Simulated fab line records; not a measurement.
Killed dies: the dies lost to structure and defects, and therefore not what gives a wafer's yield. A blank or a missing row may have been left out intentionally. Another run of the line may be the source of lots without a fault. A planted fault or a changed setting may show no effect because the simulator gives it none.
fab line records	flow rit-cmos
record: lots: 15	wafers: 45	last-day: 7
route steps=202 shown ACTIVE@12 FOX1@20 NWELL@51 M1@202
lots that met no fault: taken from a fault-free run of the same line
start-h: the number of hours between the record's first day and the start of the first shown wafer of the lot	wait-h: time in hours since the lot's previous step	" unchanged from the row above	L1.1+2: a single row standing in for several wafers	- either no value or no given start	* or withheld: withheld	< > ~ a bound
route shown NAME@n: NAME is a module with steps in the file, n the number in the route of the first one	usual: the fault-free wafers' mean and standard deviation	same: alike in all rows	chamber/n: place in a boat	sites: each site's reading	_std_site: their standard deviation	_edge_site: the outer-site mean with the inner-site mean subtracted	radius-mm: for every site, how far away it sits from the centre of the wafer	mask NAME#n: copy n	behind: tool/chamber where the wafer was last shaped	hold: what put the lot on hold/how long, in hours/how the hold closed	device: the transistor (n, p or np) that didn't switch	end of line: tests run on the same wafers once the route is complete	step lacking rows: just its recipe	killed: at the first sort, the dies lost to defects and structure; wafer yield is something else	map: per-die view of a wafer (x killed, . not killed, _ where there is no die)
set.NAME: setting as actually run; set.NAME@STEP: the setting as run at that earlier step	model.NAME: the simulator's own value behind a step, which no gauge read
the route's steps for a sample of lots (tables are steps, rows are wafers)
services: the hour from which a tool's chamber was out of use, counted from the record's first day as start-h (under 0 if before that day), plus the number of hours and why
== steps ==
step: RIT_ACTIVE_CD_MEAS_11
recipe: target-cd-nm: 1400
usual: cd-nm: 1400.6/2
lot.wafer	tool	chamber	start-h	wait-h	cd-nm
L330.2	cd-sem-01	-	24.58	-	1399.6
L330.3	"	-	"	"	1403.2
L330.4	"	-	"	"	1401.2
L331.1	cd-sem-02	-	29.56	-	1395.5
L331.3	"	-	"	"	1395.1
L331.6	"	-	"	"	1397.8
L332.1	cd-sem-01	-	34.56	-	1406.0
L332.5	"	-	"	"	1403.4
L332.6	"	-	"	"	1402.5
L333.1	cd-sem-01	-	39.44	-	1399.4
L333.3	"	-	"	"	1398.7
L333.5	"	-	"	"	1396.7
L334.4	cd-sem-01	-	44.50	-	1400.6
L334.5	"	-	"	"	1400.8
L334.6	"	-	"	"	1398.5
L335.3	cd-sem-01	-	49.60	-	1401.6
L335.5	"	-	"	"	1402.0
L335.6	"	-	"	"	1398.4
L336.1	cd-sem-02	-	54.58	-	1397.6
L336.2	"	-	"	"	1398.6
L336.6	"	-	"	"	1399.4
L339.1	cd-sem-01	-	71.98	-	1402.9
L339.3	"	-	"	"	1401.8
L339.5	"	-	"	"	1403.5
L340.1	cd-sem-01	-	74.67	-	1400.1
L340.3	"	-	"	"	1399.8
L340.5	"	-	"	"	1399.9
L341.3	cd-sem-01	-	80.97	-	1400.3
L341.4	"	-	"	"	1399.3
L341.5	"	-	"	"	1397.6
L342.1	cd-sem-01	-	84.69	-	1400.8
L342.3	"	-	"	"	1397.2
L342.5	"	-	"	"	1399.9
L344.3	cd-sem-01	-	94.48	-	1398.8
L344.4	"	-	"	"	1397.5
L344.5	"	-	"	"	1399.7
L348.1	cd-sem-01	-	114.48	-	1401.3
L348.2	"	-	"	"	1401.4
L348.5	"	-	"	"	1400.3
L349.1	cd-sem-01	-	119.64	-	1399.2
L349.4	"	-	"	"	1399.0
L349.6	"	-	"	"	1400.1
L350.3	cd-sem-01	-	125.84	-	1403.1
L350.4	"	-	"	"	1403.2
L350.6	"	-	"	"	1402.9
step: RIT_ACTIVE_STRIP_14
recipe: chemistry: O2	time-s: 180	resist: NOVOLAK	platen-temp-c: withheld	power-w: 500	pressure-mtorr: 4000	o2-flow-sccm: 4000
usual: drypump-motor-current-A: 5.7/0.36
lot.wafer	tool	chamber	start-h	wait-h	drypump-motor-current-A	rf-hours-counter-h
L330.2	plasma-asher-02	0	24.97	0.1	5.4	24
L330.3	"	1	"	"	5.4	-
L330.4	"	0	"	"	5.4	-
L331.1	plasma-asher-02	1	29.97	0.1	5.4	25
L331.3	"	0	"	"	5.4	-
L331.6	"	0	"	"	5.4	-
L332.1	plasma-asher-01	0	34.97	0.1	6.2	37
L332.5	"	1	"	"	6.2	-
L332.6	"	0	"	"	6.2	-
L333.1	plasma-asher-01	0	39.85	0.1	6.2	38
L333.3	"	1	"	"	6.2	-
L333.5	"	0	"	"	6.2	-
L334.4	plasma-asher-01	0	44.90	0.1	6.2	-
L334.5	"	1	"	"	6.2	-
L334.6	"	0	"	"	6.2	-
L335.3	plasma-asher-04	0	50.05	0.1	5.6	-
L335.5	"	1	"	"	5.4	-
L335.6	"	0	"	"	5.6	-
L336.1	plasma-asher-01	1	54.98	0.1	6.3	40
L336.2	"	0	"	"	6.2	40
L336.6	"	0	"	"	6.2	-
L339.1	plasma-asher-01	0	72.45	0.1	6.2	41
L339.3	"	0	"	"	6.2	-
L339.5	"	0	"	"	6.2	-
L340.1	plasma-asher-04	0	75.07	0.1	5.5	44
L340.3	"	1	"	"	5.5	-
L340.5	"	0	"	"	5.5	-
L341.3	plasma-asher-04	1	81.42	0.1	5.4	-
L341.4	"	0	"	"	5.5	-
L341.5	"	1	"	"	5.4	-
L342.1	plasma-asher-01	1	85.10	0.1	6.2	43
L342.3	"	1	"	"	6.3	-
L342.5	"	0	"	"	6.2	-
L344.3	plasma-asher-02	0	94.90	0.1	5.5	-
L344.4	"	1	"	"	5.4	-
L344.5	"	0	"	"	5.5	-
L348.1	plasma-asher-04	1	114.88	0.1	5.4	49
L348.2	"	0	"	"	5.5	49
L348.5	"	1	"	"	5.4	-
L349.1	plasma-asher-01	0	120.04	0.1	6.2	0
L349.4	"	1	"	"	6.2	-
L349.6	"	1	"	"	6.3	-
L350.3	plasma-asher-02	0	126.26	0.1	5.4	-
L350.4	"	1	"	"	5.4	-
L350.6	"	0	"	"	5.4	-
step: RIT_FOX1_OXIDATION_00
recipe: temp-c: 1100	ambient: H2O	target-thk-a: 3507	p-h2o-torr: 720	ox-time-s: 1130
usual: spike-tc-centre-C: 1102.8/1.1	spike-tc-load-C: 1127.1/2.4	spike-tc-source-C: 1124.2/1.1	tube-center-temp-C: 1100/0.1	tube_center_temp_C_max: 1102.7/0.42	zone-power-source-pct: 46.7/0.69
lot.wafer	tool	chamber	start-h	wait-h	spike-tc-centre-C	spike-tc-load-C	spike-tc-source-C	tube-center-temp-C	tube_center_temp_C_max	zone-power-source-pct
L330.2	furnace-02	0	25.63	0.0	1105.5	1124.3	1126.0	1100	1102.7	45.5
L330.3	"	0	"	"	1103.7	1123.9	1124.1	1100	1102.6	46.7
L330.4	"	0	"	"	1103.0	1123.2	1126.1	1100	1102.0	45.8
L331.1	furnace-03	0	30.65	0.0	1103.3	1130.0	1123.0	1099.9	1102.8	47.3
L331.3	"	0	"	"	1101.2	1129.3	1121.6	1100.2	1103.1	46.0
L331.6	"	0	"	"	1103.3	1128.8	1124.9	1100.1	1103.2	46.8
L332.1	furnace-03	0	35.63	0.0	1102.9	1127.4	1122.5	1099.8	1103.7	46.5
L332.5	"	0	"	"	1103.3	1128.7	1123.9	1099.9	1103.2	46.1
L332.6	"	0	"	"	1103.4	1128.9	1124.0	1099.9	1102.3	46.5
L333.1	furnace-03	0	40.51	0.0	1103.2	1129.2	1124.1	1099.9	1102.6	46.6
L333.3	"	0	"	"	1103.3	1128.6	1123.8	1100	1102.3	46.5
L333.5	"	0	"	"	1102.7	1128.3	1122.6	1100	1102.5	46.0
L334.4	furnace-03	0	45.70	0.0	1100.4	1129.2	1124.2	1100.1	1103.0	46.3
L334.5	"	0	"	"	1102.9	1128.9	1125.3	1099.9	1102.4	46.1
L334.6	"	0	"	"	1102.6	1130.2	1123.2	1100.1	1102.6	47.9
L335.3	furnace-01	0	50.83	0.0	1103.9	1126.9	1122.4	1100.1	1102.8	47.2
L335.5	"	0	"	"	1103.8	1128.3	1124.6	1100	1102.5	47.4
L335.6	"	0	"	"	1102.0	1127.1	1124.6	1100.1	1102.8	47.5
L336.1	furnace-01	0	60.22	4.4	1104.1	1127.1	1123.7	1100.1	1102.4	47.5
L336.2	"	0	"	"	1101.2	1126.2	1123.2	1100.2	1103.1	47.8
L336.6	"	0	"	"	1103.7	1127.5	1124.7	1100.2	1103.0	47.6
L339.1	furnace-03	0	73.12	0.0	1125.2	1154.2	1150.3	1124.9	1127.5	49.1
L339.3	"	0	"	"	1126.3	1153.5	1148.2	1124.9	1127.6	49.3
L339.5	"	0	"	"	1126.0	1152.8	1150.2	1125.1	1127.3	48.6
L340.1	furnace-03	0	76.04	0.3	1126.9	1153.4	1149.1	1125	1127.3	49.3
L340.3	"	0	"	"	1127.9	1153.8	1149.5	1125	1127.1	48.6
L340.5	"	0	"	"	1126.1	1152.1	1150.9	1125	1127.4	48.8
L341.3	furnace-03	0	82.05	0.0	1126.9	1154.5	1149.3	1124.8	1127.4	48.2
L341.4	"	0	"	"	1128.0	1153.8	1147.6	1125.1	1127.5	48.1
L341.5	"	0	"	"	1128.8	1153.5	1149.9	1125.1	1128.0	48.9
L342.1	furnace-01	0	85.79	0.0	1103.2	1126.5	1123.8	1100	1102.7	47.6
L342.3	"	0	"	"	1104.0	1125.7	1122.9	1099.8	1102.2	47.4
L342.5	"	0	"	"	1102.5	1125.6	1124.2	1099.9	1102.6	47.7
L344.3	furnace-01	0	95.52	0.0	1103.4	1127.6	1124.1	1100.2	1102.2	46.8
L344.4	"	0	"	"	1104.3	1126.7	1126.7	1100	1102.4	46.2
L344.5	"	0	"	"	1104.7	1126.2	1121.8	1100	1103.1	47.3
L348.1	furnace-01	0	115.94	0.3	1103.3	1127.6	1124.7	1099.9	1102.4	46.7
L348.2	"	0	"	"	1103.4	1126.4	1121.7	1100.1	1102.8	46.9
L348.5	"	0	"	"	1103.7	1126.2	1124.6	1099.9	1102.7	47.3
L349.1	furnace-01	0	120.70	0.0	1104.0	1126.6	1122.4	1100.1	1103.0	47.5
L349.4	"	0	"	"	1103.1	1128.2	1124.2	1100.2	1102.5	47.4
L349.6	"	0	"	"	1104.4	1126.9	1123.5	1099.9	1102.5	47.5
L350.3	furnace-02	0	127.05	0.2	1104.7	1121.2	1125.0	1100	1103.0	44.7
L350.4	"	0	"	"	1105.0	1123.3	1124.2	1099.9	1102.5	46.9
L350.6	"	0	"	"	1103.4	1121.2	1125.6	1100	1102.5	45.1
step: RIT_FOX1_THK_MEAS_01
recipe: reads: SiO2_of_FOX1_OXIDATION_00
usual: FOX1_OXIDE_THK: 352/6.2
lot.wafer	tool	chamber	start-h	wait-h	FOX1_OXIDE_THK[nm]
L330.2	film-metro-03	-	26.95	0.0	367
L330.3	"	-	"	"	365
L330.4	"	-	"	"	365
L331.1	film-metro-04	-	31.96	0.0	345
L331.3	"	-	"	"	348
L331.6	"	-	"	"	349
L332.1	film-metro-03	-	36.94	0.0	350
L332.5	"	-	"	"	354
L332.6	"	-	"	"	346
L333.1	film-metro-04	-	41.82	0.0	352
L333.3	"	-	"	"	350
L333.5	"	-	"	"	346
L334.4	film-metro-03	-	47.04	0.0	347
L334.5	"	-	"	"	343
L334.6	"	-	"	"	346
L335.3	film-metro-04	-	52.16	0.0	359
L335.5	"	-	"	"	355
L335.6	"	-	"	"	356
L336.1	film-metro-04	-	61.54	0.0	346
L336.2	"	-	"	"	346
L336.6	"	-	"	"	345
L339.1	film-metro-04	-	74.43	0.0	383
L339.3	"	-	"	"	384
L339.5	"	-	"	"	387
L340.1	film-metro-02	-	77.35	0.0	380
L340.3	"	-	"	"	388
L340.5	"	-	"	"	387
L341.3	film-metro-04	-	83.39	0.0	407
L341.4	"	-	"	"	405
L341.5	"	-	"	"	406
L342.1	film-metro-04	-	87.10	0.0	350
L342.3	"	-	"	"	346
L342.5	"	-	"	"	351
L344.3	film-metro-04	-	96.86	0.0	357
L344.4	"	-	"	"	360
L344.5	"	-	"	"	362
L348.1	film-metro-02	-	117.26	0.0	343
L348.2	"	-	"	"	347
L348.5	"	-	"	"	348
L349.1	film-metro-03	-	122.02	0.0	350
L349.4	"	-	"	"	353
L349.6	"	-	"	"	347
L350.3	film-metro-04	-	128.39	0.0	352
L350.4	"	-	"	"	350
L350.6	"	-	"	"	358
step: RIT_WELLDRIVE_RS_MEAS_01
recipe: thk-meas-gauge: four-point-probe
usual: NWELL_RS: 275.1/0.7
lot.wafer	tool	chamber	start-h	wait-h	NWELL_RS[ohm/sq]
L330.2	film-metro-01	-	37.75	0.0	274.8
L330.3	"	-	"	"	275.7
L330.4	"	-	"	"	275.6
L331.1	film-metro-03	-	43.46	0.0	275.3
L331.3	"	-	"	"	275.3
L331.6	"	-	"	"	274.8
L332.1	film-metro-03	-	47.74	0.0	274.4
L332.5	"	-	"	"	274.0
L332.6	"	-	"	"	275.4
L333.1	film-metro-04	-	53.90	0.0	274.1
L333.3	"	-	"	"	274.8
L333.5	"	-	"	"	274.5
L334.4	film-metro-04	-	58.78	0.1	275.7
L334.5	"	-	"	"	275.8
L334.6	"	-	"	"	275.9
L335.3	film-metro-04	-	66.66	0.0	276.2
L335.5	"	-	"	"	276.5
L335.6	"	-	"	"	275.9
L336.1	film-metro-04	-	78.11	0.0	275.1
L336.2	"	-	"	"	275.8
L336.6	"	-	"	"	275.8
L339.1	film-metro-01	-	86.42	0.0	275.7
L339.3	"	-	"	"	275.0
L339.5	"	-	"	"	275.5
L340.1	film-metro-01	-	88.80	0.0	275.4
L340.3	"	-	"	"	274.8
L340.5	"	-	"	"	274.3
L341.3	film-metro-04	-	94.10	0.0	275.1
L341.4	"	-	"	"	274.5
L341.5	"	-	"	"	275.1
L342.1	film-metro-03	-	99.29	0.0	274.4
L342.3	"	-	"	"	274.5
L342.5	"	-	"	"	274.1
L344.3	film-metro-04	-	107.86	0.0	274.7
L344.4	"	-	"	"	275.7
L344.5	"	-	"	"	274.8
L348.1	film-metro-03	-	128.67	0.0	275.7
L348.2	"	-	"	"	274.4
L348.5	"	-	"	"	275.3
L349.1	film-metro-01	-	134.09	0.0	274.5
L349.4	"	-	"	"	274.3
L349.6	"	-	"	"	275.8
L350.3	film-metro-01	-	139.16	0.0	276.7
L350.4	"	-	"	"	277.0
L350.6	"	-	"	"	277.3
step: RIT_M1_PROBE_99
usual: killed-at-front-end: 6.9/2.9	killed-dies: 7.0/2.9	killed-open: 3.5/2	killed-short: 3.5/2
same: gross-dies: 264	killed_at_M0_to_M3: 0	killed_at_M4_up: 0	killed-at-back-side: 0	killed-at-contacts: 0	killed-at-other: 0
lot.wafer	tool	chamber	start-h	wait-h	killed-at-front-end	killed-dies	killed-open	killed-short
L330.2	prober-02	-	66.65	0.1	9	9	6	3
L330.3	prober-02	-	66.70	0.2	7	7	5	2
L330.4	prober-02	-	66.75	0.2	9	9	4	5
L331.1	prober-01	-	73.60	0.1	5	5	3	2
L331.3	prober-01	-	73.70	0.2	7	7	3	4
L331.6	prober-01	-	73.85	0.2	5	5	2	3
L332.1	prober-02	-	81.45	0.1	10	10	5	5
L332.5	prober-02	-	81.65	0.2	7	7	1	6
L332.6	prober-02	-	81.70	0.2	10	10	4	6
L333.1	prober-01	-	88.72	0.1	10	10	7	3
L333.3	prober-01	-	88.82	0.2	5	5	1	4
L333.5	prober-01	-	88.92	0.2	8	8	4	4
L334.4	prober-02	-	95.83	0.2	3	3	1	2
L334.5	prober-02	-	95.88	0.2	5	5	2	3
L334.6	prober-02	-	95.93	0.2	7	7	2	5
L335.3	prober-01	-	97.28	0.2	4	4	3	1
L335.5	prober-01	-	97.38	0.2	4	4	3	1
L335.6	prober-01	-	97.43	0.2	5	5	1	4
L336.1	prober-02	-	107.92	0.1	13	13	9	4
L336.2	prober-02	-	107.97	0.1	7	7	3	4
L336.6	prober-02	-	108.17	0.2	5	5	1	4
L340.1	prober-02	-	120.37	0.1	11	11	3	8
L340.3	prober-02	-	120.47	0.2	5	5	2	3
L340.5	prober-02	-	120.57	0.2	9	9	6	3
L342.1	prober-02	-	129.95	0.1	12	12	10	2
L342.3	prober-02	-	130.05	0.2	4	4	3	1
L342.5	prober-02	-	130.15	0.2	3	3	1	2
L344.3	prober-02	-	136.16	0.2	3	3	2	1
L344.4	prober-02	-	136.21	0.2	10	10	5	5
L344.5	prober-02	-	136.26	0.2	9	9	5	4
L348.1	prober-02	-	156.57	0.1	8	8	4	4
L348.2	prober-02	-	156.62	0.1	6	6	3	3
L348.5	prober-02	-	156.77	0.2	5	5	2	3
L349.1	prober-01	-	164.06	0.1	7	7	3	4
L349.4	prober-01	-	164.21	0.2	3	3	3	0
L349.6	prober-01	-	164.31	0.2	5	5	2	3
L350.3	prober-02	-	169.07	0.2	2	2	1	1
L350.4	prober-02	-	169.12	0.2	6	6	4	2
L350.6	prober-02	-	169.22	0.2	1	1	0	1
killed by level:class
L330.2 GATE:geometric-particle:open=3 GATE:geometric-particle:short=2 SILICIDE:geometric-particle:open=2 FOX1:geometric-particle:short=1 SPACER:geometric-particle:open=1
L330.3 GATE:geometric-particle:open=3 GATE:geometric-particle:short=2 FOX1:geometric-particle:open=1 FOX2:geometric-particle:open=1
L330.4 GATE:geometric-particle:short=3 GATE:geometric-particle:open=2 SPACER:geometric-particle:open=2 SILICIDE:geometric-particle:short=2
L331.1 GATE:geometric-particle:open=3 GATE:geometric-particle:short=2
L331.3 REOX:geometric-particle:short=2 FOX1:geometric-particle:short=1 GATE:geometric-particle:open=1 SPACER:geometric-particle:short=1 SPACER:geometric-particle:open=1 SILICIDE:geometric-particle:open=1
L331.6 GATE:geometric-particle:short=2 GATE:geometric-particle:open=1 REOX:geometric-particle:short=1 REOX:geometric-particle:open=1
L332.1 GATE:geometric-particle:short=3 GATE:geometric-particle:open=2 FOX1:geometric-particle:open=1 FOX1:geometric-particle:short=1 REOX:geometric-particle:open=1 SILICIDE:geometric-particle:open=1 SILICIDE:geometric-particle:short=1
L332.5 FOX2:geometric-particle:short=2 GATE:geometric-particle:short=2 SPACER:geometric-particle:short=2 GATE:geometric-particle:open=1
L332.6 FOX1:geometric-particle:short=2 GATE:geometric-particle:open=2 GATE:geometric-particle:short=2 FOX1:geometric-particle:open=1 SPACER:geometric-particle:short=1 SILICIDE:geometric-particle:open=1 SILICIDE:geometric-particle:short=1
L333.1 GATE:geometric-particle:open=3 GATE:geometric-particle:short=3 FOX1:geometric-particle:open=2 REOX:geometric-particle:open=2
L333.3 GATE:geometric-particle:short=3 GATE:geometric-particle:open=1 SPACER:geometric-particle:short=1
L333.5 GATE:geometric-particle:short=2 SPACER:geometric-particle:open=2 FOX1:geometric-particle:short=1 FOX1:geometric-particle:open=1 GATE:geometric-particle:open=1 SPACER:geometric-particle:short=1
L334.4 GATE:geometric-particle:short=1 REOX:geometric-particle:open=1 SPACER:geometric-particle:short=1
L334.5 GATE:geometric-particle:short=2 REOX:geometric-particle:open=1 REOX:geometric-particle:short=1 SPACER:geometric-particle:open=1
L334.6 GATE:geometric-particle:short=2 REOX:geometric-particle:short=2 FOX2:geometric-particle:open=1 GATE:geometric-particle:open=1 SPACER:geometric-particle:short=1
L335.3 GATE:geometric-particle:open=2 REOX:geometric-particle:short=1 SILICIDE:geometric-particle:open=1
L335.5 GATE:geometric-particle:open=2 FOX2:geometric-particle:open=1 GATE:geometric-particle:short=1
L335.6 FOX1:geometric-particle:short=2 FOX2:geometric-particle:short=1 FOX2:geometric-particle:open=1 GATE:geometric-particle:short=1
L336.1 REOX:geometric-particle:open=3 FOX2:geometric-particle:open=2 GATE:geometric-particle:open=2 FOX1:geometric-particle:short=1 FOX1:geometric-particle:open=1 GATE:geometric-particle:short=1 REOX:geometric-particle:short=1 SPACER:geometric-particle:open=1
L336.2 FOX1:geometric-particle:short=2 GATE:geometric-particle:short=2 FOX1:geometric-particle:open=1 FOX2:geometric-particle:open=1 GATE:geometric-particle:open=1
L336.6 REOX:geometric-particle:short=2 FOX1:geometric-particle:open=1 FOX2:geometric-particle:short=1 GATE:geometric-particle:short=1
L340.1 FOX2:geometric-particle:short=3 SILICIDE:geometric-particle:short=3 GATE:geometric-particle:open=2 FOX1:geometric-particle:short=1 GATE:geometric-particle:short=1 SILICIDE:geometric-particle:open=1
L340.3 FOX2:geometric-particle:short=1 REOX:geometric-particle:short=1 REOX:geometric-particle:open=1 SPACER:geometric-particle:short=1 SPACER:geometric-particle:open=1
L340.5 GATE:geometric-particle:open=2 FOX1:geometric-particle:open=1 FOX2:geometric-particle:open=1 GATE:geometric-particle:short=1 SPACER:geometric-particle:short=1 SPACER:geometric-particle:open=1 SILICIDE:geometric-particle:short=1 SILICIDE:geometric-particle:open=1
L342.1 SPACER:geometric-particle:open=6 FOX1:geometric-particle:open=1 GATE:geometric-particle:short=1 GATE:geometric-particle:open=1 REOX:geometric-particle:open=1 SPACER:geometric-particle:short=1 SILICIDE:geometric-particle:open=1
L342.3 FOX1:geometric-particle:open=1 GATE:geometric-particle:short=1 GATE:geometric-particle:open=1 REOX:geometric-particle:open=1
L342.5 FOX1:geometric-particle:short=1 REOX:geometric-particle:open=1 REOX:geometric-particle:short=1
L344.3 FOX2:geometric-particle:open=2 SPACER:geometric-particle:short=1
L344.4 GATE:geometric-particle:open=4 FOX2:geometric-particle:short=2 SPACER:geometric-particle:short=2 FOX1:geometric-particle:open=1 FOX1:geometric-particle:short=1
L344.5 REOX:geometric-particle:open=2 FOX1:geometric-particle:short=1 FOX2:geometric-particle:open=1 FOX2:geometric-particle:short=1 GATE:geometric-particle:open=1 GATE:geometric-particle:short=1 SPACER:geometric-particle:open=1 SILICIDE:geometric-particle:short=1
L348.1 GATE:geometric-particle:short=4 FOX1:geometric-particle:open=2 GATE:geometric-particle:open=2
L348.2 FOX1:geometric-particle:short=1 FOX1:geometric-particle:open=1 GATE:geometric-particle:open=1 SPACER:geometric-particle:short=1 SILICIDE:geometric-particle:short=1 SILICIDE:geometric-particle:open=1
L348.5 GATE:geometric-particle:short=3 GATE:geometric-particle:open=1 SILICIDE:geometric-particle:open=1
L349.1 FOX1:geometric-particle:open=2 GATE:geometric-particle:short=2 FOX1:geometric-particle:short=1 FOX2:geometric-particle:open=1 SILICIDE:geometric-particle:short=1
L349.4 FOX1:geometric-particle:open=1 GATE:geometric-particle:open=1 SILICIDE:geometric-particle:open=1
L349.6 FOX2:geometric-particle:short=2 GATE:geometric-particle:open=2 REOX:geometric-particle:short=1
L350.3 FOX2:geometric-particle:open=1 GATE:geometric-particle:short=1
L350.4 GATE:geometric-particle:open=3 FOX1:geometric-particle:short=1 FOX2:geometric-particle:open=1 GATE:geometric-particle:short=1
L350.6 REOX:geometric-particle:short=1
== services ==
tool	chamber	start-h	hours	kind
furnace-02	-	2.81	3.8	pm
plasma-asher-04	-	17.23	0.7	repair
plasma-asher-04	-	45.41	3.7	repair
furnace-01	-	66.62	2.8	pm
plasma-asher-02	-	67.41	14.6	pm
plasma-asher-01	-	89.01	4.5	repair
plasma-asher-01	-	108.92	9.0	pm
plasma-asher-01	0	108.92	9.0	vent-cycle
plasma-asher-01	1	108.92	9.0	vent-cycle
plasma-asher-01	0	117.92	-	clean
plasma-asher-01	1	117.92	-	clean
furnace-03	-	118.24	3.2	pm
plasma-asher-01	-	121.35	15.5	repair
== key ==
first-sign: step: RIT_FOX1_OXIDATION_00	reading: tube-center-temp-C	direction: up	sigmas: 99+	usual: *	struck: *
effect: step: RIT_FOX1_OXIDATION_00	reading: tube_center_temp_C_max	direction: up	sigmas: 59	usual: *	struck: *
effect: step: RIT_FOX1_THK_MEAS_01	reading: FOX1_OXIDE_THK	direction: up	sigmas: 6.4	usual: 352	struck: 392
met-at RIT_FOX1_OXIDATION_00
struck-lots L339,L340,L341
rows-end L339.1,L339.3,L339.5,L341.3,L341.4,L341.5
tester-left-out L340
not-acting-at RIT_ACTIVE_CD_MEAS_11,RIT_ACTIVE_STRIP_14,RIT_WELLDRIVE_RS_MEAS_01
onset-between 45.70 73.12
fault: kind: process-parameter-drift	tool: furnace-03	chamber: -	onset-h: 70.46	steps: RIT_FOX1_OXIDATION_00	channel: temp-c	offset: *	shape: step	end-h: 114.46	acts-in: *	stated: *
tester-left-out: of these lots the tester's yield and bins aren't shown, on N5 and GAA mostly nor the transistor test; their killed dies are dies lost to structure and defects alone, not to doping, threshold or leakage, so they don't give the yield
rows-end: these wafers met a further fault down the route, and their rows from its step on are left out
